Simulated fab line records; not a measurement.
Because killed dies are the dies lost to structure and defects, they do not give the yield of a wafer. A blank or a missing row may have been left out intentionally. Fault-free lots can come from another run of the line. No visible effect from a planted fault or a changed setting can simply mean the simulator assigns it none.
Problem report in the 8D (eight disciplines) form, filled by code :: flow berkeley_cmos170 :: the parts of the form that need people (team, actions taken, sign-off) are left out

== 1. THE PROBLEM ==
PLDD_OVL at UCB170_PLDD_OVL_MEAS_07 reads a mean of 182 nm on 9 wafers of 3 lots; wafers without a fault read -2 nm with a standard deviation of 4.9. That puts it +37 standard deviations away from the usual mean.
Earliest sighting: wafer L341.1 on overlay-02 at day 9 04:49. The record holds 45 wafers of 15 lots with a number at this step. Rule for "out", or "out of limits": more than 4 standard deviations from the usual mean. The rest of the wafers with a number are treated as sound.

== 2. WHAT IT IS; WHAT IT IS NOT ==
question: which readings at this step
is: PLDD_OVL
is not: -

question: which lots
is: L341, L343, L345
is not: L328, L331, L332, L333, L334, L335, L336, L338, L340, L346, L347, L350

question: which wafers of those lots
is: all that have a number
is not: -

question: read on which gauges
is: overlay-02
is not: overlay-01

question: when
is: from day 9 04:49
is not: up to then (27 sound wafers); but 9 sound wafers of L346, L347, L350 came after

== 3. THE SUSPECTS, EACH WITH WHAT RULES IT OUT ==
Counting: a tool at a process step up to the reading stays a suspect if it ran every lot that is out and no sound lot after the first of them.
- the gauge at UCB170_PLDD_OVL_MEAS_07: kept. All the wafers that are out were read on overlay-02, and no step on other tools shows them out.
- krf_scanner-02 at UCB170_PLDD_EXPOSE_03 (exposes mask PSELECT, target cd 1200 nm): kept. All lots that are out passed through it, beginning with L341 at day 9 03:57, and no sound lot followed; its final sound lot before that point was L340 at day 8 09:13.
The count leaves overlay-02 at UCB170_PLDD_OVL_MEAS_07 and krf_scanner-02 at UCB170_PLDD_EXPOSE_03.

== 4. THE CAUSE (what the simulator had put in) ==
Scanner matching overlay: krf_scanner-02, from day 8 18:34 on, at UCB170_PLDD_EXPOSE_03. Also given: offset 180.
After counting, 2 suspects remain, this tool included.

== 5. THE CHAIN OF EFFECTS, in route order ==
Each row: a reading whose mean over the struck wafers that have a number lies more than 3 standard deviations from the usual. Readings are gone through only where the record gives a usual standard deviation; hours: the median, over the lots, of the time from a lot's start at the first step in this table giving one to that lot's start at this step; sigmas: the change measured in usual standard deviations.
hours: 0
step: UCB170_PLDD_OVL_MEAS_07
reading: PLDD_OVL
usual: -2 nm
on struck wafers: 182
change: +184
sigmas: +37

== 6. HOW IT WOULD HAVE BEEN CAUGHT EARLIER ==
In this record the first reading out of limits at a measuring or inspecting step was taken at day 9 04:49, 10 hours after the fault began at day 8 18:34.
The start of UCB170_PLDD_EXPOSE_03 on krf_scanner-02 came by day 9 04:49 for every one of the lots that are out (3). Had the tool been put on hold then, not one of them would have been saved.
